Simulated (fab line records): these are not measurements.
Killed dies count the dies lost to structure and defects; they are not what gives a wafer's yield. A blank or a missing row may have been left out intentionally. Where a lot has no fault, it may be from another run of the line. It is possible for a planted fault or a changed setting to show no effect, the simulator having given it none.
Chamber matching / flow berkeleyCmos170 / 4 sister chambers for UCB170_CONTACT_ETCH_17 on rieDiel-03
The step etches BARC in N2/H2. 4 wafers are shown with their chamber, then 8 later ones without.

WAFERS WITH THEIR CHAMBER
wafer=L916.3; chamber=0; throttleValvePct (%)=13.13
wafer=L915.2; chamber=1; throttleValvePct (%)=13.15
wafer=L915.6; chamber=2; throttleValvePct (%)=13.49
wafer=L921.3; chamber=3; throttleValvePct (%)=13.36

WAFERS WHOSE CHAMBER IS MISSING
wafer=L921.4; throttleValvePct (%)=13.13
wafer=L921.5; throttleValvePct (%)=13.13
wafer=L924.2; throttleValvePct (%)=13.50
wafer=L924.3; throttleValvePct (%)=13.13
wafer=L924.5; throttleValvePct (%)=13.14
wafer=L931.4; throttleValvePct (%)=13.13
wafer=L931.5; throttleValvePct (%)=13.15
wafer=L931.6; throttleValvePct (%)=13.12

WHICH CHAMBER EACH WENT THROUGH
wafer=L921.4; from the rows above=0; in truth=0
wafer=L921.5; from the rows above=0; in truth=0
wafer=L924.2; from the rows above=2; in truth=2
wafer=L924.3; from the rows above=0; in truth=0
wafer=L924.5; from the rows above=can't be placed: 0 or 1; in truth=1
wafer=L931.4; from the rows above=0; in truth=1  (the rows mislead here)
wafer=L931.5; from the rows above=1; in truth=1
wafer=L931.6; from the rows above=0; in truth=0
6 of 8 placed correctly. From these rows, 1 cannot be placed; in 1 the true chamber is one of the candidates. Wrongly placed: 1.
How it was worked out, from the rows above alone: a wafer's distance from a chamber is the root of the sum, over the readings, of the square of ((its reading less the chamber's mean) divided by the reading's scatter). If the next closest chamber is less than 2 further off than the closest, the wafer can't be placed; otherwise it belongs to the closest. A chamber's mean is the mean of its shown wafers. The scatter: root of mean squared gap, hidden wafer to nearest shown wafer, with one shown wafer a chamber.
